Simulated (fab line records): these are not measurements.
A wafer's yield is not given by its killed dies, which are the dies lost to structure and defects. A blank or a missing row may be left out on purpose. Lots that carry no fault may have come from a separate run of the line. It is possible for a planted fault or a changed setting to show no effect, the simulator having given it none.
Which tool is to blame? | flow rit cmos | Sampling: 6 lots, 18 wafers, 2 of 202 route steps

WHAT THE GAUGES READ, wafer by wafer
RIT_SPACER_THK_MEAS_04.
lot  | measured    | on            | SPACER_NITRIDE_THK (nm)
L289 | day 3 09:32 | film metro-01 | 250.1 249.7 248.3
L292 | day 4 05:27 | film metro-01 | 248.7 251.3 249.0
L295 | day 4 15:09 | film metro-04 | 251.2 250.6 250.9
L298 | day 5 07:02 | film metro-03 | 254.8 257.2 253.0
L301 | day 5 21:01 | film metro-03 | 253.4 255.1 250.8
L308 | day 7 09:51 | film metro-03 | 250.4 252.7 251.3

WHICH TOOL RAN EACH LOT (tool, then ch and the chambers of the sampled wafers, then the start)
lot  | RIT_SPACER_CVD_03
L289 | lpcvd-01 ch 0, day 3 07:37
L292 | lpcvd-02 ch 1, day 4 02:35
L295 | lpcvd-02 ch 1, day 4 13:13
L298 | lpcvd-02 ch 1, day 5 05:08
L301 | lpcvd-02 ch 0, day 5 19:05
L308 | lpcvd-02 ch 0, day 7 07:56
- RIT_SPACER_CVD_03: deposits Si3N4 from SiH2Cl2/NH3, target thk 250 nm, time 3300 s.

THE ANSWER, worked out from the rows above alone
Rule: the usual values come from the lots themselves. The widest of any qualifying gaps counts: lots, ordered by their means at a reading, are off when they make up no more than a third of the lots, leave a main group of 4 or more, and stand apart from it by 3 or more times the standard deviation of that group's means. A main group is skipped when, at the precision printed for the reading in the tables above, its means are all equal. A lot without any number at a reading at which 4 lots or more have one is off too. All remaining lots with rows at the step are treated as sound.
No lot is off on any of the readings shown, so nothing can be concluded from this.

WHAT WAS PUT IN BY THE SIMULATOR
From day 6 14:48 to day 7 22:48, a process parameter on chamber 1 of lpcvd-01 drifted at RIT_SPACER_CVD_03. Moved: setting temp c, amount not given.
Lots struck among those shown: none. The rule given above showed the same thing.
